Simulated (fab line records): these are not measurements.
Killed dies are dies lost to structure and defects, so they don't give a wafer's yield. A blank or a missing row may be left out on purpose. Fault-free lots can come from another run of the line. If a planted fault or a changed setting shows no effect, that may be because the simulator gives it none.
A lot that was struck, set against a sound lot + flow ritCmos + 17 steps out of a route of 202
Sound: the wafers L329.2, L329.3, L329.4. Wafers struck: L332.3, L332.5, L332.6. The cause is given at the end.
For every step that has rows: the tool of each side, followed by ch and its chambers, followed by its first start. Under that, the readings that differ: sound wafers + struck wafers + difference of the means + sigmas: that difference in standard deviations of wafers without a fault.
alike: readings with means less than 2 such deviations apart, plus words and numbers identical on both sides. not compared: withheld readings, readings lacking a value on some wafer, bounds such as >300 that could conceal the same value, and numbers that have no deviation in the record and whose values overlap.
A row with sigmas, a row that says differs or no value, or rows on one side alone: a step with any of these is where the two part. Non-overlapping numbers with no deviation appear without sigmas and do not part them. Lack of a reading on every wafer of one side parts them only where that side has two or more wafers.

RIT_NWELL_TW_MEAS_10:
  sound on filmMetro-01 at day 2 07:38; struck on filmMetro-02 at day 3 04:10
| reading  | sound          | struck         | difference | sigmas |
|----------|----------------|----------------|------------|--------|
| NWELL_TW | 2178 2161 2154 | 2122 2117 2113 | -47        | -3     |
then, 6 steps without rows for these wafers: RIT_PWELL_HMDS_00 (prime time 60 s); RIT_PWELL_COAT_01 (resist thk 1300 nm); RIT_PWELL_SOFTBAKE_02 (time 60 s); RIT_PWELL_EXPOSE_03 (exposes mask M3, target cd 43700 nm); RIT_PWELL_PEB_04; RIT_PWELL_DEVELOP_05 (develop time 68 s).
RIT_PWELL_OVL_MEAS_06:
  sound on overlay-02 at day 2 08:41; struck on overlay-02 at day 3 05:05
  alike: PWELL_OVL
then, 2 steps without rows for these wafers: RIT_PWELL_HARDBAKE_07 (time 120 s); RIT_PWELL_IMPLANT_08.
RIT_PWELL_STRIP_09: strips in O2, time 180 s.
  sound on plasmaAsher-03 ch 0,1, day 2 09:07; struck on plasmaAsher-04 ch 0,1, day 3 05:35
  alike: drypumpMotorCurrentA
  not compared: rfHoursCounterH
RIT_PWELL_TW_MEAS_10:
  sound on filmMetro-02 at day 2 09:19; struck on filmMetro-03 at day 3 05:43
  alike: PWELL_TW
RIT_WELLDRIVE_ANNEAL_00: time 14700 s.
  sound on furnace-01 ch 0, day 2 09:22; struck on furnace-01 ch 0, day 3 08:22
| reading        | sound             | struck            | difference | sigmas      |
|----------------|-------------------|-------------------|------------|-------------|
| runLengthS (s) | 18273 18273 18273 | 12400 12400 12400 | -5873      | -99 or more |
RIT_WELLDRIVE_RS_MEAS_01: uses a four-point probe to measure.
  sound on filmMetro-03 at day 2 14:28; struck on filmMetro-02 at day 3 13:29
| reading           | sound             | struck            | difference | sigmas |
|-------------------|-------------------|-------------------|------------|--------|
| NWELL_RS (ohm/sq) | 275.7 275.7 275.0 | 302.2 301.3 300.7 | +25.9      | +40    |
RIT_WELLDRIVE_RS_MEAS_02: uses a four-point probe to measure.
  sound on filmMetro-03 at day 2 14:35; struck on filmMetro-02 at day 3 13:37
| reading           | sound             | struck            | difference | sigmas |
|-------------------|-------------------|-------------------|------------|--------|
| PWELL_RS (ohm/sq) | 431.3 430.7 431.2 | 453.2 454.0 454.3 | +22.8      | +21    |
then, 1 step without rows for these wafers: RIT_NRETRO_HMDS_00 (prime time 60 s).
RIT_M1_PROBE_99:
  the record has rows for the struck wafers here (prober-01, day 4 23:03) and none for the sound ones

== WHERE THEY PART ==
First at RIT_NWELL_TW_MEAS_10; last, within this record, at RIT_M1_PROBE_99.

WHY: the cause the simulator had injected
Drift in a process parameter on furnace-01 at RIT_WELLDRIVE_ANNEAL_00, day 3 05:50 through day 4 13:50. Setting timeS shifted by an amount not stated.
